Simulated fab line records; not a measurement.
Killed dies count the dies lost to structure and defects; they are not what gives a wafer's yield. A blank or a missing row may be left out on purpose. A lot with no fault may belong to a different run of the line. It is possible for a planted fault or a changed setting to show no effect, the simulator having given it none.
Lot-split experiment + flow berkeley-cmos170 + 23 wafers read from 5 lots, route of 331 steps

== ON THE SPLIT ==
At UCB170_PWELL_CVD_05 (deposits Si3N4 from SiH2Cl2/NH3, target thk 220 nm, time 3300 s), the setting time-s was moved away from the recipe's 3300 s on 15 of the 23 wafers read, by -13.1% to +11.4%. This setting was run at the recipe's value on the other wafers.

There is no step in the file separating the split from the reading.

== THE READING ==
PWELL_NITRIDE_THK in nanometres, read at UCB170_PWELL_THK_MEAS_06. Fault-free wafers of this fab line usually give 219.8 nm, standard deviation 2.5 nm.

| wafer  | tool, chamber at the split | time-s as run, s | against the recipe | PWELL_NITRIDE_THK, nm | against lot-mates on the recipe |
|--------|----------------------------|------------------|--------------------|-----------------------|---------------------------------|
| L076.1 | -, -                       | 3631             | +10.0%             | 243.4                 | no lot-mate on the recipe       |
| L076.2 | -, -                       | 3631             | +10.0%             | 242.9                 | no lot-mate on the recipe       |
| L076.4 | -, -                       | 3631             | +10.0%             | 240.9                 | no lot-mate on the recipe       |
| L076.5 | -, -                       | 3631             | +10.0%             | 243.6                 | no lot-mate on the recipe       |
| L076.6 | -, -                       | 3631             | +10.0%             | 242.5                 | no lot-mate on the recipe       |
| L078.1 | -, -                       | 3300             | recipe             | 220.3                 | -                               |
| L078.2 | -, -                       | 3300             | recipe             | 217.1                 | -                               |
| L078.3 | -, -                       | 3300             | recipe             | 218.0                 | -                               |
| L078.5 | -, -                       | 3300             | recipe             | 218.6                 | -                               |
| L078.6 | -, -                       | 3300             | recipe             | 217.4                 | -                               |
| L079.1 | lpcvd-01, 1                | 3300             | recipe             | 218.8                 | -                               |
| L079.4 | lpcvd-01, 1                | 3300             | recipe             | 218.0                 | -                               |
| L079.6 | lpcvd-01, 1                | 3300             | recipe             | 218.2                 | -                               |
| L082.2 | -, -                       | 3675             | +11.4%             | 243.3                 | no lot-mate on the recipe       |
| L082.3 | -, -                       | 3675             | +11.4%             | 240.3                 | no lot-mate on the recipe       |
| L082.4 | -, -                       | 3675             | +11.4%             | 241.5                 | no lot-mate on the recipe       |
| L082.5 | -, -                       | 3675             | +11.4%             | 242.5                 | no lot-mate on the recipe       |
| L082.6 | -, -                       | 3675             | +11.4%             | 243.8                 | no lot-mate on the recipe       |
| L084.1 | -, -                       | 2867             | -13.1%             | 190.0                 | no lot-mate on the recipe       |
| L084.2 | -, -                       | 2867             | -13.1%             | 191.3                 | no lot-mate on the recipe       |
| L084.3 | -, -                       | 2867             | -13.1%             | 188.6                 | no lot-mate on the recipe       |
| L084.4 | -, -                       | 2867             | -13.1%             | 189.8                 | no lot-mate on the recipe       |
| L084.5 | -, -                       | 2867             | -13.1%             | 191.1                 | no lot-mate on the recipe       |

FIT RESULTS
A straight line over all 23 wafers: PWELL_NITRIDE_THK changes by +2.2 nm for each +1% of time-s; r = +1.00; the points scatter about the line by 1.6 nm.
Too few moved wafers have a lot-mate on the recipe to fit a line with each lot's own level taken away.

== THE WHOLE CHAIN: every reading that the file lists as answering this split, in the file's order ==
| step                     | what it does                                                               | reading                                                                       | change (the file's fit)             | r (the file's) |
|--------------------------|----------------------------------------------------------------------------|-------------------------------------------------------------------------------|-------------------------------------|----------------|
| UCB170_PWELL_CVD_05      | deposits Si3N4 from SiH2Cl2/NH3, target thk 220 nm, time 3300 s            | Si3N4_of_PWELL_CVD_05.thk-nm (the simulator's own value, which no gauge read) | +2.2 nm for each +1% of the setting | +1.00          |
| UCB170_PWELL_THK_MEAS_06 |                                                                            | PWELL_NITRIDE_THK                                                             | +2.2 for each +1% of the setting    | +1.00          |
| UCB170_PWELL_ETCH_14     | etches Si3N4 in CH3F/Ar/O2, stops on SiO2, target depth 242 nm, time 151 s | etch.depth-nm (the simulator's own value, which no gauge read)                | +2.2 nm for each +1% of the setting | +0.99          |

== FILE'S OWN FIT ==
PWELL_NITRIDE_THK changes by +2.2 nm for each +1% of time-s, r = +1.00.
